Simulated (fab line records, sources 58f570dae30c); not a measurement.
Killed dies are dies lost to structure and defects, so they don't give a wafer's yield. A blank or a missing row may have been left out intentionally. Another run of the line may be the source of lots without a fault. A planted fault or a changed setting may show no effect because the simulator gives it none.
Code-filled problem report in 8D (eight disciplines) form    flow berkeley-cmos170    the parts of the form that need people (team, actions taken, sign-off) are left out

== 1. WHAT IS WRONG ==
V1_TEOS_THK at UCB170_V1_THK_MEAS_01 reads a mean of 2169 nm on 1 wafer of 1 lot; wafers without a fault read 2002 nm with a standard deviation of 26. That puts it +6.4 standard deviations away from the usual mean.
First observed at day 9 00:35: wafer L620.1, on film-metro-04. Wafers with a number at this step in the record: 39, from 13 lots. Rule for "out", or "out of limits": more than 4 standard deviations from the usual mean. The other wafers with a number count as sound.

== 2. WHAT THIS IS AND IS NOT ==
question                     is                is not
which readings at this step  V1_TEOS_THK       -
which lots                   L620              L611, L612, L616, L618, L623, L625, L626, L629, L630, L632, L633, L634
which wafers of those lots   L620.1            L620.2, L620.6
read on which gauges         film-metro-04     film-metro-01, film-metro-03
when                         from day 9 00:35  up to then (14 sound wafers); but 24 sound wafers of L623, L625, L626, L629, L630, L632, L633, L634 came after

== 3. WHAT RULES OUT EACH SUSPECT ==
Counting: a tool at a process step up to the reading stays a suspect if it ran every lot that is out. Sound lots after the first of them don't rule it out here, since some wafers of a struck lot are sound.
- the gauge at UCB170_V1_THK_MEAS_01: ruled out. All the wafers that are out were read on film-metro-04, but those of them that UCB170_V1_CVD_00 has rows for are out there too, on other tools.
- rie-diel-02 at UCB170_M1_ETCH_11 (etches BARC in N2/H2): kept. It ran the lot that is out, L620 (day 8 18:20).
- pecvd-02 at UCB170_V1_CVD_00 (deposits SiO2 from TEOS/O2, target thk 2000 nm, time 250 s): kept. It ran the lot that is out, L620 (day 9 00:26). Its own readings are out on those wafers: rf-fwd-power-W.
- The sound lot-mates ran in chamber 3 of rie-diel-02 at UCB170_M1_ETCH_11, but the wafers that are out ran in chamber 2.
- In pecvd-02 at UCB170_V1_CVD_00, the wafers that are out were processed in chamber 1 and their sound lot-mates in chambers 0, 2.
Remaining after the count are rie-diel-02 at UCB170_M1_ETCH_11 and pecvd-02 at UCB170_V1_CVD_00.

== 4. THE CAUSE (what the simulator had put in) ==
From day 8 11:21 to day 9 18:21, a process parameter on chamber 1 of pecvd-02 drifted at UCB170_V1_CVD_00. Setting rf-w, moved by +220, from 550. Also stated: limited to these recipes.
Counting left 2 suspects, and this tool is among them.

== 5. THE CHAIN OF EFFECTS, in route order ==
Each row: a reading where the mean over the struck wafers with a number is more than 3 standard deviations away from the usual. Readings are gone through only where the record gives a usual standard deviation; hours: the median, over the lots, of the time from a lot's start at the first step in this table giving one to that lot's start at this step; sigmas: the change measured in usual standard deviations.
hours  step                   reading         usual    on struck wafers  change  sigmas
0      UCB170_V1_CVD_00       rf-fwd-power-W  548.5 W  766.9             +218.4  +99 or more
0      UCB170_V1_THK_MEAS_01  V1_TEOS_THK     2002 nm  2169              +167    +6.4
Process steps it contains:
- UCB170_V1_CVD_00: deposits SiO2 from TEOS/O2, target thk 2000 nm, time 250 s.
At these later measuring or inspecting steps, every struck wafer for which the step has a row has a number for every such reading, and none has moved that far: UCB170_V1_CD_MEAS_12.

== 6. HOW IT WOULD HAVE BEEN CAUGHT EARLIER ==
Counted from the fault's start at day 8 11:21, it took 13 hours until the first out-of-limits reading at a measuring or inspecting step in this record, taken at day 9 00:35.
At UCB170_V1_CVD_00, the tool's own readings (rf-fwd-power-W) were out on each struck wafer the step has a row for, so an alarm limit on them would have fired on the first such wafer.
All the lots that are out (1) had begun UCB170_V1_CVD_00 on pecvd-02 by day 9 00:35. None of them would have been spared by holding the tool at that moment.
